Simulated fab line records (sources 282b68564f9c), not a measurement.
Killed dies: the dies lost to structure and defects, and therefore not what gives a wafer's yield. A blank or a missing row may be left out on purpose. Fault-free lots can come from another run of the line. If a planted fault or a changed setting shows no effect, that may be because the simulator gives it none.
Comparing a struck lot with a sound one    flow ritCmos    15 steps out of a route of 202
Sound: the wafers L157.4, L157.5, L157.6. Struck: wafers L168.1, L168.4, L168.5. The cause comes at the end.
Per side, at each step with rows, come the tool, then ch with its chambers, and then its first start. Under that, the readings that differ: sound wafers    struck wafers    difference of the means    sigmas: that difference in standard deviations of wafers without a fault.
alike: readings whose means differ by less than 2 such deviations, and words and numbers that are the same on both sides. not compared: withheld readings, readings that some wafer has no value for, bounds like >300 that may hide the same value, and numbers for which the record gives no deviation and whose values overlap.
A row with sigmas, a row that says differs or no value, or rows on one side alone: a step with any of these is where the two part. Numbers that have no deviation but don't overlap get no sigmas and don't part them. A reading that every wafer of one side lacks parts them only if that side has two wafers or more.

first, 2 steps without rows for these wafers: RIT_NWELL_HARDBAKE_07 (time 120 s); RIT_NWELL_IMPLANT_08.
RIT_NWELL_STRIP_09: strips in O2, time 180 s.
  sound on plasmaAsher-04 ch 0,1, day 1 23:11; struck on plasmaAsher-04 ch 0,1, day 4 09:02
  alike: drypumpMotorCurrentA
  not compared: rfHoursCounterH
RIT_NWELL_TW_MEAS_10:
  sound on filmMetro-04 at day 1 23:20; struck on filmMetro-01 at day 4 09:13
reading   sound           struck          difference  sigmas
NWELL_TW  2193 2177 2194  2145 2142 2136  -47         -3
then, 6 steps without rows for these wafers: RIT_PWELL_HMDS_00 (prime time 60 s); RIT_PWELL_COAT_01 (resist thk 1300 nm); RIT_PWELL_SOFTBAKE_02 (time 60 s); RIT_PWELL_EXPOSE_03 (exposes mask M3, target cd 43700 nm); RIT_PWELL_PEB_04; RIT_PWELL_DEVELOP_05 (develop time 68 s).
RIT_PWELL_OVL_MEAS_06:
  sound on overlay-01 at day 2 00:23; struck on overlay-02 at day 4 10:17
  alike: PWELL_OVL
then, 1 step without rows for these wafers: RIT_PWELL_HARDBAKE_07 (time 120 s).
RIT_PWELL_IMPLANT_08:
  sound on implanter-02 ch 0, day 2 00:43; struck on implanter-03 ch 0, day 4 10:34
reading                   sound                 struck                difference  sigmas
beamEnergyKeV             169.95 169.99 169.99  174.58 174.64 174.61  +4.63       +86
model.implant.drpNm (nm)  102.9 102.9 102.9     103.6 103.6 103.6     +0.7        
RIT_PWELL_STRIP_09: strips in O2, time 180 s.
  sound on plasmaAsher-03 ch 0,1, day 2 00:52; struck on plasmaAsher-03 ch 1, day 4 10:43
  alike: drypumpMotorCurrentA
  not compared: rfHoursCounterH
RIT_M1_PROBE_99:
  record: rows for the struck wafers here (prober-01, day 5 23:25), none for the sound ones

== WHERE THEY PART ==
At RIT_NWELL_TW_MEAS_10 first; at RIT_M1_PROBE_99 last (within this record only).

WHY: the cause the simulator had injected
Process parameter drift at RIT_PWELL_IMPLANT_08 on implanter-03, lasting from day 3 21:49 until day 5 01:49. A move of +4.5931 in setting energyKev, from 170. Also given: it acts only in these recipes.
